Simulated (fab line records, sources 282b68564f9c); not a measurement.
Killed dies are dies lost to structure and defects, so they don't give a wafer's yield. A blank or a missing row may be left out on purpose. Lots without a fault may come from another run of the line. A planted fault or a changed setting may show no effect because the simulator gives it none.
Which tool did it? | flow rit_cmos | 14 lots, 42 wafers sampled, at 5 steps of a route of 202

WHAT THE GAUGES READ, wafer by wafer
RIT_GATE_THK_MEAS_09.
lot  | measured    | on            | GATE_POLY_THK (nm)
L368 | day 2 21:47 | film_metro-04 | 250.6 251.3 251.0
L369 | day 3 02:56 | film_metro-04 | 250.9 250.6 250.7
L372 | day 4 04:35 | film_metro-02 | 252.8 251.4 248.6
L374 | day 4 11:06 | film_metro-03 | 248.4 248.8 248.6
L375 | day 5 03:19 | film_metro-04 | 250.4 249.0 249.9
L376 | day 5 03:23 | film_metro-04 | 250.0 249.2 248.3
L378 | day 5 09:50 | film_metro-02 | 253.6 254.8 252.1
L379 | day 5 13:58 | film_metro-02 | 249.4 247.3 248.3
L377 | day 5 14:30 | film_metro-04 | 250.3 252.7 252.8
L380 | day 5 19:34 | film_metro-02 | 251.9 250.3 253.0
L386 | day 6 13:39 | film_metro-03 | 246.4 248.6 249.5
L389 | day 7 01:13 | film_metro-04 | 249.3 250.4 250.5
L390 | day 7 03:13 | film_metro-04 | 249.9 250.4 249.2
L391 | day 7 12:43 | film_metro-02 | 252.9 252.8 252.5

RIT_NSD_TW_MEAS_10.
lot  | measured    | on            | NSD_TW
L368 | day 3 10:54 | film_metro-02 | 3155 3156 3156
L369 | day 3 23:54 | film_metro-02 | 3146 3159 3160
L372 | day 4 19:01 | film_metro-02 | 3152 3143 3158
L374 | day 5 01:24 | film_metro-03 | 3138 3140 3148
L375 | day 5 19:17 | film_metro-03 | 3148 3147 3144
L376 | day 5 19:46 | film_metro-01 | 3082 3084 3090
L378 | day 6 00:08 | film_metro-01 | 3080 3077 3068
L379 | day 6 04:40 | film_metro-01 | 3091 3095 3088
L377 | day 6 04:31 | film_metro-03 | 3164 3143 3155
L380 | day 6 10:11 | film_metro-03 | 3153 3141 3162
L386 | day 7 04:59 | film_metro-02 | 2992 3015 3021
L389 | day 7 13:12 | film_metro-01 | 2924 2930 2928
L390 | day 7 18:03 | film_metro-03 | 3107 3128 3098
L391 | day 8 00:25 | film_metro-02 | 3172 3154 3170

RIT_SDANNEAL_RS_MEAS_05: measures by four-point-probe.
lot  | measured    | on            | NSD_RS (ohm/sq)
L368 | day 3 13:05 | film_metro-02 | 84.3 84.5 84.7
L369 | day 4 02:04 | film_metro-02 | 85.2 85.0 85.1
L372 | day 4 21:13 | film_metro-03 | 84.0 84.3 84.0
L374 | day 5 03:49 | film_metro-01 | 84.7 84.3 84.8
L375 | day 5 22:16 | film_metro-03 | 84.4 84.2 84.1
L376 | day 5 22:25 | film_metro-02 | 84.5 84.7 84.6
L378 | day 6 02:17 | film_metro-03 | 85.2 85.1 85.2
L379 | day 6 07:05 | film_metro-03 | 84.4 84.2 84.3
L377 | day 6 06:46 | film_metro-01 | 84.3 84.4 84.0
L380 | day 6 12:25 | film_metro-01 | 84.1 84.4 84.2
L386 | day 7 07:08 | film_metro-02 | 86.2 86.0 86.0
L389 | day 7 15:13 | film_metro-01 | 86.5 86.8 86.5
L390 | day 7 20:32 | film_metro-02 | 84.7 84.7 84.7
L391 | day 8 02:37 | film_metro-01 | 84.1 84.6 84.1

WHICH TOOL RAN EACH LOT (tool, then ch and the chambers of the sampled wafers, then the start)
lot  | RIT_GATE_STRIP_20                   | RIT_NSD_IMPLANT_08
L368 | plasma_asher-04 ch 0,1, day 2 23:27 | implanter-03 ch 0, day 3 10:35
L369 | plasma_asher-04 ch 0,1, day 3 04:23 | implanter-02 ch 0, day 3 23:35
L372 | plasma_asher-04 ch 0,1, day 4 06:16 | implanter-04 ch 0, day 4 18:41
L374 | plasma_asher-01 ch 0,1, day 4 12:43 | implanter-03 ch 0, day 5 01:07
L375 | plasma_asher-02 ch 0,1, day 5 04:46 | implanter-04 ch 0, day 5 18:58
L376 | plasma_asher-04 ch 0,1, day 5 05:01 | implanter-02 ch 0, day 5 19:26
L378 | plasma_asher-02 ch 0,1, day 5 11:20 | implanter-04 ch 0, day 5 23:50
L379 | plasma_asher-01 ch 0,1, day 5 15:24 | implanter-04 ch 0, day 6 04:22
L377 | plasma_asher-04 ch 0,1, day 5 15:56 | implanter-02 ch 0, day 6 04:13
L380 | plasma_asher-04 ch 0,1, day 5 21:31 | implanter-02 ch 0, day 6 09:51
L386 | plasma_asher-01 ch 0,1, day 6 15:26 | implanter-02 ch 0, day 7 04:40
L389 | plasma_asher-01 ch 1, day 7 02:35   | implanter-02 ch 0, day 7 12:52
L390 | plasma_asher-01 ch 0,1, day 7 04:37 | implanter-03 ch 0, day 7 17:44
L391 | plasma_asher-02 ch 1, day 7 14:10   | implanter-03 ch 0, day 8 00:05
- RIT_GATE_STRIP_20: strips in O2, time 180 s.
- RIT_NSD_IMPLANT_08

WHAT THE TOOLS THEMSELVES READ (means of the sampled wafers that have a number; where no wafer has one, the mark that the record gives instead)
RIT_GATE_STRIP_20.
lot  | tool            | drypump_motor_current_A (A) | o2_flow_sccm (sccm) | rf_refl_power_W (W)
L368 | plasma_asher-04 | 5.1                         | 3988                | 6.3
L369 | plasma_asher-04 | 5.3                         | 4005                | 6.0
L372 | plasma_asher-04 | 5.1                         | 4003                | 6.1
L374 | plasma_asher-01 | 5.8                         | 4015                | 6.9
L375 | plasma_asher-02 | 5.9                         | 3988                | 6.5
L376 | plasma_asher-04 | 5.1                         | 4002                | 6.4
L378 | plasma_asher-02 | 5.9                         | 3998                | 6.6
L379 | plasma_asher-01 | 5.8                         | 4004                | 7.0
L377 | plasma_asher-04 | 5.3                         | 4007                | 6.0
L380 | plasma_asher-04 | 5.3                         | 4005                | 6.0
L386 | plasma_asher-01 | 5.9                         | 3990                | 7.8
L389 | plasma_asher-01 | 5.7                         | 4009                | 6.3
L390 | plasma_asher-01 | 5.8                         | 3996                | 7.1
L391 | plasma_asher-02 | 6.4                         | 3994                | 6.2

RIT_NSD_IMPLANT_08.
lot  | tool         | beam_energy_keV | tilt_deg (degrees)
L368 | implanter-03 | 24.999          | 6.998
L369 | implanter-02 | 24.990          | 6.983
L372 | implanter-04 | 24.998          | 7.025
L374 | implanter-03 | 24.999          | 7.016
L375 | implanter-04 | 24.998          | 7.014
L376 | implanter-02 | 24.995          | 7.012
L378 | implanter-04 | 25.002          | 7.006
L379 | implanter-04 | 25.003          | 7.009
L377 | implanter-02 | 25.009          | 6.985
L380 | implanter-02 | 25.002          | 6.978
L386 | implanter-02 | 20.498          | 7.021
L389 | implanter-02 | 20.500          | 6.995
L390 | implanter-03 | 25.004          | 7.008
L391 | implanter-03 | 25.004          | 7.023

THE ANSWER, worked out from the rows above alone
Rule: what is usual is taken from the lots themselves. Put in order of their means at a reading, lots are off if they are a third of the lots or fewer, leave a main group of 4 or more, and stand apart from it by a gap of 3 or more times the standard deviation of the main group's means; of several such gaps the widest counts. A main group whose means are all the same, to the digits that the tables above print for the reading, isn't used. A lot without any number at a reading at which 4 lots or more have one is off too. The other lots that the step has rows for count as sound. The gauges are gone through in route order, then the tools' own readings, and for those a lot's mean is taken as printed above. The first step at which some lot is off is used, and at that step the reading that is off furthest; a lot without a number counts as furthest.
Off: L386, L389, at RIT_NSD_IMPLANT_08 (beam_energy_keV). The main group: mean 25.000, standard deviation 0.0047.
A tool fits if, at that step or a process step before it, it ran every lot that is off, and no sound lot after the first of them. One fits: implanter-02 at RIT_NSD_IMPLANT_08. Its last sound lot is L380 (day 6 09:51), its first lot that is off L386 (day 7 04:40): a fault that began between those two fits.
The tool's own readings at RIT_NSD_IMPLANT_08 bear it out: on the lots that are off they differ by more than 5 times the standard deviation of the sound lots' means. beam_energy_keV reads 20.499 there against 25.000 on the sound lots.

WHAT THE SIMULATOR HAD PUT IN
Process parameter drift: implanter-02, from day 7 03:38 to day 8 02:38, at RIT_NSD_IMPLANT_08. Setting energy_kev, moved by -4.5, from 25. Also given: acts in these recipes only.
Lots struck among those shown: L386, L389. The rule above found the same.
